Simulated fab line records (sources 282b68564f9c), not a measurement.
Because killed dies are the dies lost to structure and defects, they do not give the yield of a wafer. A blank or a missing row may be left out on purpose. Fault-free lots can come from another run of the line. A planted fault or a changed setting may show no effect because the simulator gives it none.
A sampling plan put to the test || flow rit-cmos || one fab line, 14 faults that these records tell of, each judged on the records of the lots that it struck
The plan is the line's own looks: the steps of the route at which a gauge or an inspection reads the wafer and doesn't change it. A look is open to judgement when struck wafers have a number at it and the file gives its usual mean and standard deviation on fault-free wafers. Caught: 4 or more of those standard deviations (sigma) separate the usual mean from the mean of the struck wafers at a look after the fault's first step. On the tool: the same test on the tool's own readings at the fault's steps. A different recipe on the struck wafers counts as caught too, as does a record blank only for those wafers.

== THE FAULTS, as the simulator had put them in ==
1. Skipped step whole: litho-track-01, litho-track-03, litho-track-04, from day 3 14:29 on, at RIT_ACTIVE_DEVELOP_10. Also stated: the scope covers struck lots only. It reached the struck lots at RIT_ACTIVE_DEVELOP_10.
2. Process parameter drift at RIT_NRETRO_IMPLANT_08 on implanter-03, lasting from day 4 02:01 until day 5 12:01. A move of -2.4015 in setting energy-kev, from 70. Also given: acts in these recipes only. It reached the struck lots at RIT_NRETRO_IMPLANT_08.
3. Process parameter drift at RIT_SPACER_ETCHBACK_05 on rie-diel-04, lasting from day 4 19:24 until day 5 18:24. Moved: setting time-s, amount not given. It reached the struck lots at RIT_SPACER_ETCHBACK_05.
4. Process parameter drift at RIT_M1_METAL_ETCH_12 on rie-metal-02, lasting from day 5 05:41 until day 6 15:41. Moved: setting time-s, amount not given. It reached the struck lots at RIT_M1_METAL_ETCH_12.
5. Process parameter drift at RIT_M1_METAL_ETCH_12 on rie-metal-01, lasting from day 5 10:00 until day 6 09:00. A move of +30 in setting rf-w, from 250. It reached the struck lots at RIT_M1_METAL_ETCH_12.
6. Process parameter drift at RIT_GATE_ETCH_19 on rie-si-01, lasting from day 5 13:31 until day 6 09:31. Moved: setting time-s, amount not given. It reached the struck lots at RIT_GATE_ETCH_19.
7. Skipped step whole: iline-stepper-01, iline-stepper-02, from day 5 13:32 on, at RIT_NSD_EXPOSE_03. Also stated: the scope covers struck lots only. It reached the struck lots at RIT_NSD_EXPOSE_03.
8. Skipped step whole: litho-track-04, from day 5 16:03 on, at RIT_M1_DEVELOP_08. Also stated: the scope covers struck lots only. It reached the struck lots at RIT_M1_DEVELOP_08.
9. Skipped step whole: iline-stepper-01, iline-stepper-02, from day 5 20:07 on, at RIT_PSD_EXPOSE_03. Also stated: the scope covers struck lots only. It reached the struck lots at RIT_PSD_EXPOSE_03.
10. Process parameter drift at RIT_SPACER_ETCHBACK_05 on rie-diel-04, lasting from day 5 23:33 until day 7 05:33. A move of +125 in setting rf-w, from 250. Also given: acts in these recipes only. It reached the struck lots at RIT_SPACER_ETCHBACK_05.
11. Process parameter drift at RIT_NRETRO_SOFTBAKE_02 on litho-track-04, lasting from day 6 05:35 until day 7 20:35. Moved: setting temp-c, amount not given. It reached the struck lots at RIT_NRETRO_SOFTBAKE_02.
12. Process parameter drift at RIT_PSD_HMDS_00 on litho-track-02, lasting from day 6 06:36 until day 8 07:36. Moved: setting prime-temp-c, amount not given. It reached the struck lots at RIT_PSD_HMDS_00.
13. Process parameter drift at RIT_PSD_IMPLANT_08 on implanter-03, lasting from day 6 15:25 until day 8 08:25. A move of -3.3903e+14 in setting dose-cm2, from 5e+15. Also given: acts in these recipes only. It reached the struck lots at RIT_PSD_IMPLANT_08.
14. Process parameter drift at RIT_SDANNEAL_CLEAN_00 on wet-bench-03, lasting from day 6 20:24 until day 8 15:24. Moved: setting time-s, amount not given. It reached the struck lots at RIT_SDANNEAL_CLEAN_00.

== WHAT THE PLAN SAW ==
{"fault": 1, "on the tool itself": "the tool's record is blank for the struck wafers", "first look that catches it": "no look after it can be judged", "reading, sigma": "-", "median hours from its first step to that look": "-", "hours from the fault's start to the first struck lot there": "-", "judged looks passed uncaught": 0}
{"fault": 2, "on the tool itself": "beam-energy-keV -99 or beyond sigma", "first look that catches it": "no look after it can be judged", "reading, sigma": "-", "median hours from its first step to that look": "-", "hours from the fault's start to the first struck lot there": "-", "judged looks passed uncaught": 0}
{"fault": 3, "on the tool itself": "run-length-s +99 or beyond sigma", "first look that catches it": "no look after it can be judged", "reading, sigma": "-", "median hours from its first step to that look": "-", "hours from the fault's start to the first struck lot there": "-", "judged looks passed uncaught": 0}
{"fault": 4, "on the tool itself": "run-length-s -59 sigma", "first look that catches it": "not the one look that can be judged after it", "reading, sigma": "-", "median hours from its first step to that look": "-", "hours from the fault's start to the first struck lot there": "-", "judged looks passed uncaught": 1}
{"fault": 5, "on the tool itself": "rf-fwd-power-W +39 sigma", "first look that catches it": "no look after it can be judged", "reading, sigma": "-", "median hours from its first step to that look": "-", "hours from the fault's start to the first struck lot there": "-", "judged looks passed uncaught": 0}
{"fault": 6, "on the tool itself": "run-length-s +99 or beyond sigma", "first look that catches it": "no look after it can be judged", "reading, sigma": "-", "median hours from its first step to that look": "-", "hours from the fault's start to the first struck lot there": "-", "judged looks passed uncaught": 0}
{"fault": 7, "on the tool itself": "no reading that can be judged", "first look that catches it": "no look after it can be judged", "reading, sigma": "-", "median hours from its first step to that look": "-", "hours from the fault's start to the first struck lot there": "-", "judged looks passed uncaught": 0}
{"fault": 8, "on the tool itself": "the tool's record is blank for the struck wafers", "first look that catches it": "no look after it can be judged", "reading, sigma": "-", "median hours from its first step to that look": "-", "hours from the fault's start to the first struck lot there": "-", "judged looks passed uncaught": 0}
{"fault": 9, "on the tool itself": "no reading that can be judged", "first look that catches it": "no look after it can be judged", "reading, sigma": "-", "median hours from its first step to that look": "-", "hours from the fault's start to the first struck lot there": "-", "judged looks passed uncaught": 0}
{"fault": 10, "on the tool itself": "rf-fwd-power-W +99 or beyond sigma", "first look that catches it": "no look after it can be judged", "reading, sigma": "-", "median hours from its first step to that look": "-", "hours from the fault's start to the first struck lot there": "-", "judged looks passed uncaught": 0}
{"fault": 11, "on the tool itself": "heater-power-total-W -28 sigma", "first look that catches it": "none of the 2 looks that can be judged after it", "reading, sigma": "-", "median hours from its first step to that look": "-", "hours from the fault's start to the first struck lot there": "-", "judged looks passed uncaught": 2}
{"fault": 12, "on the tool itself": "prime-temp-c -49 sigma", "first look that catches it": "no look after it can be judged", "reading, sigma": "-", "median hours from its first step to that look": "-", "hours from the fault's start to the first struck lot there": "-", "judged looks passed uncaught": 0}
{"fault": 13, "on the tool itself": "dose-ions-cm2 -52 sigma", "first look that catches it": "no look after it can be judged", "reading, sigma": "-", "median hours from its first step to that look": "-", "hours from the fault's start to the first struck lot there": "-", "judged looks passed uncaught": 0}
{"fault": 14, "on the tool itself": "run-length-s -9.3 sigma", "first look that catches it": "no look after it can be judged", "reading, sigma": "-", "median hours from its first step to that look": "-", "hours from the fault's start to the first struck lot there": "-", "judged looks passed uncaught": 0}
A dash: the fault is not caught, or the number is missing from these records.

Caught at a look: 0 of 14. Caught on the tool: 12 of 14. By one or the other: 12 of 14.
On the tool alone, faults 1, 2, 3, 4, 5, 6, 8, 10, 11, 12, 13, 14 were caught.
Caught by neither: faults 7, 9.
